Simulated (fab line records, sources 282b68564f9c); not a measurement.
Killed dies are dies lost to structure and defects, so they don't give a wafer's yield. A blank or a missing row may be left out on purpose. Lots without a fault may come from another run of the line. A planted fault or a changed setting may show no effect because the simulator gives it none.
Which tool did it? | flow rit_cmos | 6 lots, 18 wafers sampled, at 2 steps of a route of 202

WHAT THE GAUGES READ, wafer by wafer
RIT_SILICIDE_RS_MEAS_02: measures by four-point-probe.
lot  | measured    | on            | SILICIDE_TI_RS (ohm/sq)
L282 | day 3 13:19 | film_metro-02 | 50.1 48.9 48.9
L286 | day 4 10:33 | film_metro-02 | 49.7 49.4 49.8
L288 | day 4 19:07 | film_metro-01 | 49.1 50.3 50.2
L290 | day 5 05:05 | film_metro-04 | 49.3 49.3 50.0
L294 | day 5 21:49 | film_metro-01 | 48.9 49.0 48.4
L296 | day 6 10:44 | film_metro-01 | 50.4 49.8 50.3

WHICH TOOL RAN EACH LOT (tool, then ch and the chambers of the sampled wafers, then the start)
lot  | RIT_SILICIDE_SPUTTER_01
L282 | pvd_sputter-04, day 3 13:08
L286 | pvd_sputter-04, day 4 10:24
L288 | pvd_sputter-04, day 4 18:56
L290 | pvd_sputter-02, day 5 04:55
L294 | pvd_sputter-03, day 5 21:39
L296 | pvd_sputter-03, day 6 10:35
- RIT_SILICIDE_SPUTTER_01: material Ti, target thk 30 nm, time 240 s.

THE ANSWER, worked out from the rows above alone
Rule: what is usual is taken from the lots themselves. Put in order of their means at a reading, lots are off if they are a third of the lots or fewer, leave a main group of 4 or more, and stand apart from it by a gap of 3 or more times the standard deviation of the main group's means; of several such gaps the widest counts. A main group whose means are all the same, to the digits that the tables above print for the reading, isn't used. A lot without any number at a reading at which 4 lots or more have one is off too. The other lots that the step has rows for count as sound.
No lot is off at any reading shown: from this, nothing can be told.

WHAT THE SIMULATOR HAD PUT IN
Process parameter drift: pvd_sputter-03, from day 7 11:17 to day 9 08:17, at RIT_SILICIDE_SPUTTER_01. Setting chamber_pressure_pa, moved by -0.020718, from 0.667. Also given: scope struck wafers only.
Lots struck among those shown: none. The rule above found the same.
